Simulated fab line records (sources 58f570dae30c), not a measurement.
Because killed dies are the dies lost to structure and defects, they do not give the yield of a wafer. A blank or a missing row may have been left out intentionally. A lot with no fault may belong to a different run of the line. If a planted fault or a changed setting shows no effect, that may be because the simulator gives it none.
A struck lot beside a sound one ; flow berkeley-cmos170 ; 14 out of 331 route steps
Sound: these wafers, L626.1, L626.2, L626.5. Wafers struck: L634.1, L634.2, L634.4. The cause is given at the end.
Order at every step that has rows: each side's tool, ch and its chambers, its first start. Under that, the readings that differ: sound wafers ; struck wafers ; difference of the means ; sigmas: that difference in standard deviations of wafers without a fault.
alike: same words and numbers on both sides, and readings whose means sit less than 2 such deviations apart. not compared: any withheld reading, any reading some wafer has no value for, any bound like >300 that may hide the same value, and any number with overlapping values for which the record gives no deviation.
Wherever a step has rows on one side only, a row that says differs or no value, or a row with sigmas, the two part there. Non-overlapping numbers with no deviation appear without sigmas and do not part them. A reading that every wafer of one side lacks parts them only if that side has two wafers or more.

first, 1 step without rows for these wafers: UCB170_ACTIVE_DEVELOP_12 (develop time 45 s).
UCB170_ACTIVE_CD_MEAS_13: the cd target is 1200 nm.
  struck on cd-sem-01, day 8 06:39; sound on cd-sem-02, day 5 22:06
  alike: cd-nm
UCB170_ACTIVE_OVL_MEAS_14:
  struck on overlay-01, day 8 06:46; sound on overlay-01, day 5 22:13
  alike: ACTIVE_OVL
UCB170_ACTIVE_ETCH_15: etches Si3N4 in CH3F/Ar/O2, stops on SiO2, target depth 242 nm, time 151 s.
  sound on rie-diel-03 ch 1,3, day 5 22:15; struck on rie-diel-02 ch 1,2,3, day 8 06:49
  alike: drypump-motor-current-A, mfc-ar-sccm, oes-product-au, throttle-valve-pct
  not compared: rf-hours-counter-h
UCB170_ACTIVE_STRIP_16: strips in O2.
  sound on plasma-asher-03 ch 0,1, day 5 22:21; struck on plasma-asher-03 ch 0,1, day 8 06:55
  alike: drypump-motor-current-A, oes-product-au, strip-time-to-endpoint-s
  not compared: rf-hours-counter-h
UCB170_ACTIVE_CD_MEAS_90: the cd target is 1200 nm.
  struck on cd-sem-01, day 8 07:01; sound on cd-sem-02, day 5 22:27
  alike: cd-nm
then, 6 steps without rows for these wafers: UCB170_ACTIVE_CLEAN_17 (cleans in SPM, time 600 s); UCB170_PFIELD_HMDS_00 (prime time 60 s); UCB170_PFIELD_COAT_01 (resist thk 900 nm); UCB170_PFIELD_SOFTBAKE_02 (time 60 s); UCB170_PFIELD_EXPOSE_03 (exposes mask PFIELD, target cd 1500 nm); UCB170_PFIELD_PEB_04.
UCB170_PFIELD_DEVELOP_05: develop time 45 s.
  struck on litho-track-04, day 8 10:00; sound on litho-track-03 ch 0, day 6 03:00
  no value came back on the struck wafers for chill-plate-temp-C (C), develop-time-s (s); on the sound wafers chill-plate-temp-C (C) reads 22.97 23.12 23.02
reading;sound;struck;difference;sigmas
model.KrF_of_PFIELD_COAT_01.thk-nm (nm);888.9 888.4 887;905.3 905 907.8;+17.9;
UCB170_PFIELD_OVL_MEAS_06:
  struck on overlay-01, day 8 10:41; sound on overlay-01, day 6 03:15
reading;sound;struck;difference;sigmas
PFIELD_OVL (nm);2 2 -4;- - -;no value on the struck wafers;

WHERE THEY PART
First at UCB170_PFIELD_DEVELOP_05; last, within this record, at UCB170_PFIELD_OVL_MEAS_06.

WHY: whatever the simulator had introduced
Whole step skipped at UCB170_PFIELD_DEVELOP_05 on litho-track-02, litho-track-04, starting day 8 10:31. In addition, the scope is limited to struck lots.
